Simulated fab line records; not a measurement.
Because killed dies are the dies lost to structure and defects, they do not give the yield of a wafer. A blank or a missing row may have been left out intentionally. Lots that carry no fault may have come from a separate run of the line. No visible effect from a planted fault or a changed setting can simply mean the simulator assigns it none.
The same fault as seen by 2 desks ; flow rit-cmos ; every desk sees just its own numbers, and what lay behind them comes last

THE METROLOGY DESK
Lot by lot, what the gauges showed, no matter which tool ran the lot: averages of those sampled wafers that carry a number. If a lot's mean is further than 4 standard deviations from the usual mean, the lot is out of limits and carries the mark OUT (the distance appears in the brackets).
Columns: A = INCOMING_BOW at RIT_ACTIVE_BOW_MEAS_00, usual 0 um; B = NWELL_OVL at RIT_NWELL_OVL_MEAS_06, usual 1.0 nm; C = GATE_OXIDE_THK at RIT_GATE_THK_MEAS_07, usual 3.04 nm; D = SPACER_NITRIDE_THK at RIT_SPACER_THK_MEAS_04, usual 250.8 nm
lot;first seen here;A;B;C;D
L461;day 2 06:00;-3;1.0;3.09;253.9
L463;day 2 16:01;-1;1.9;3.06;254.7
L464;day 2 21:02;-1;-0.0;3.01;249.1
L465;day 3 02:02;4;0.7;3.02;252.0
L466;day 3 07:02;0;2.4;3.05;252.1
L468;day 3 17:01;1;-0.5;3.00;249.1
L469;day 3 22:01;3;-1.0;3.02;253.9
L470;day 4 03:01;2;1.4;3.09;249.5
L471;day 4 08:02;-2;1.0;3.04;251.8
L472;day 4 13:00;0;1.2;3.03;251.2
L473;day 4 18:01;2;0.5;2.82;250.2
L475;day 5 04:00;-2;2.0;3.01;251.7
L476;day 5 09:00;12;1.3;2.65 (-5.0) OUT;251.2
L479;day 6 00:04;1;0.3;3.12;246.0
Finding of this desk: L476 out of limits, first seen on L476 at day 6 08:10 (GATE_OXIDE_THK at RIT_GATE_THK_MEAS_07). Within limits: L461, L463, L464, L465, L466, L468, L469, L470, L471, L472, L473, L475, L479.

TOOL OWNER'S DESK, furnace-04
The tool's own readings at RIT_GATE_OXIDATION_05 (target thk 3 nm, ox time 270 s): means of the sampled wafers that have a number, for each lot that ran on this tool. If a lot's mean is further than 4 standard deviations from the usual mean, the lot is out of limits and carries the mark OUT (the distance appears in the brackets).
Columns: A = spike-tc-centre-C at RIT_GATE_OXIDATION_05, usual 902.3 C; B = spike-tc-load-C at RIT_GATE_OXIDATION_05, usual 925.9 C; C = tube-center-temp-C at RIT_GATE_OXIDATION_05, usual 900 C; D = tube_center_temp_C_max at RIT_GATE_OXIDATION_05, usual 902.3; E = zone-power-load-pct at RIT_GATE_OXIDATION_05, usual 25.9 %; F = zone-power-source-pct at RIT_GATE_OXIDATION_05, usual 27.4 %
lot;first seen here;A;B;C;D;E;F
L461;day 3 05:57;902.6;924.8;900;902.0;25.7;25.5
L465;day 4 01:43;903.4;926.1;900;902.1;25.7;25.7
L468;day 4 16:43;903.0;924.4;900;902.4;25.9;25.5
L469;day 4 20:03;903.9;924.7;900;902.6;25.9;25.6
L470;day 5 01:28;903.4;925.5;900;902.3;25.8;25.5
L473;day 5 18:10;897.9;919.7;895 (-62) OUT;897.1 (-14) OUT;25.4;25.2
L476;day 6 06:51;896.9 (-4.5) OUT;920.6;895 (-63) OUT;897.6 (-12) OUT;25.4;25.2
This desk's finding: out of limits on L473, L476; first on L473, day 5 18:10 (tube-center-temp-C at RIT_GATE_OXIDATION_05). Within limits: L461, L465, L468, L469, L470.

BROUGHT TOGETHER
The tool owner's desk had the chance to raise an alarm at day 5 18:10 on L473, L476.
The metrology desk could have raised an alarm at day 6 08:10, on L476.
The metrology desk holds a record of L473, inside its limits.
The lots listed all ran RIT_GATE_OXIDATION_05 on furnace-04.

WHAT THE SIMULATOR PUT IN
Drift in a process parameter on furnace-04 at RIT_GATE_OXIDATION_05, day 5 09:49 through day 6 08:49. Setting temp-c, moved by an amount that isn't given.
Struck lots among those shown: L473, L476.
Counting hours from when the fault started, the first reading out of limits came at 8 for the tool owner's desk and at 22 for the metrology desk.
